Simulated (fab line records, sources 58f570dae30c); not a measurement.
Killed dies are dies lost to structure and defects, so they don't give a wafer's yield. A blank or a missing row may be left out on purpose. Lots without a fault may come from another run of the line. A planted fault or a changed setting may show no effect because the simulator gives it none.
A struck lot beside a sound one | flow berkeley_cmos170 | 14 steps out of a route of 331
Sound: wafers L264.2, L264.4, L264.6. Struck: wafers L260.3, L260.4, L260.6. The cause comes at the end.
At each step with rows: each side's tool, then ch and its chambers, then its first start. Under that, the readings that differ: sound wafers | struck wafers | difference of the means | sigmas: that difference in standard deviations of wafers without a fault.
alike: readings whose means differ by less than 2 such deviations, and words and numbers that are the same on both sides. not compared: withheld readings, readings that some wafer has no value for, bounds like >300 that may hide the same value, and numbers for which the record gives no deviation and whose values overlap.
The two part at a step that has a row with sigmas, a row that says differs or no value, or rows on one side only. Numbers that don't overlap but have no deviation are shown without sigmas and don't part them. A reading that every wafer of one side lacks parts them only if that side has two wafers or more.

first, 3 steps without rows for these wafers: UCB170_NLDD_EXPOSE_03 (exposes mask NSELECT, target cd 1200 nm); UCB170_NLDD_PEB_04; UCB170_NLDD_DEVELOP_05 (develop time 45 s).
UCB170_NLDD_CD_MEAS_06: target cd 1200 nm.
  sound on cd_sem-02, day 9 11:50; struck on cd_sem-02, day 8 17:38
  alike: cd_nm
UCB170_NLDD_OVL_MEAS_07:
  sound on overlay-01, day 9 11:56; struck on overlay-02, day 8 17:44
  alike: NLDD_OVL
then, 2 steps without rows for these wafers: UCB170_NLDD_IMPLANT_08; UCB170_NLDD_IMPLANT_09.
UCB170_NLDD_STRIP_10: strips in O2.
  sound on plasma_asher-04 ch 0,1, day 9 12:16; struck on plasma_asher-04 ch 0,1, day 8 18:05
  alike: drypump_motor_current_A, oes_product_au, strip_time_to_endpoint_s
  not compared: rf_hours_counter_h
UCB170_NLDD_TW_MEAS_11:
  sound on film_metro-04, day 9 12:23; struck on film_metro-01, day 8 18:10
  alike: NLDD_TW
then, 1 step without rows for these wafers: UCB170_NLDD_CLEAN_12 (cleans in SPM, time 600 s).
UCB170_SPACER_CVD_00: deposits SiO2 from TEOS/O2, target thk 376 nm, time 47 s.
  sound on pecvd-03 ch 1,2, day 9 12:45; struck on pecvd-03 ch 0,1,2, day 8 18:24
  alike: heater_power_w
UCB170_SPACER_THK_MEAS_01:
  sound on film_metro-02, day 9 12:49; struck on film_metro-01, day 8 18:28
  alike: SPACER_TEOS_THK
UCB170_SPACER_ANNEAL_02: time 1800 s.
  sound on furnace-04 ch 0, day 9 16:15; struck on furnace-01, day 9 01:37
  no value came back on the struck wafers for spike_tc_centre_C (C), spike_tc_load_C (C); on the sound wafers spike_tc_centre_C (C) reads 902.5 902.8 901.6
UCB170_SPACER_ETCHBACK_03: etches SiO2 in CHF3/CF4/Ar, stops on Si, target depth 376 nm, time 100 s.
  sound on rie_diel-02 ch 0,1,3, day 9 17:45; struck on rie_diel-02 ch 0,1,2, day 9 03:07
  alike: drypump_motor_current_A, oes_product_au, throttle_valve_pct
  not compared: rf_hours_counter_h

WHERE THEY PART
Only at UCB170_SPACER_ANNEAL_02, within this record. Later steps at which nothing parts them and some readings are alike: UCB170_SPACER_ETCHBACK_03.

WHY: what the simulator had put in
Skipped step whole: furnace-01, from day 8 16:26 on, at UCB170_SPACER_ANNEAL_02. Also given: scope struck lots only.
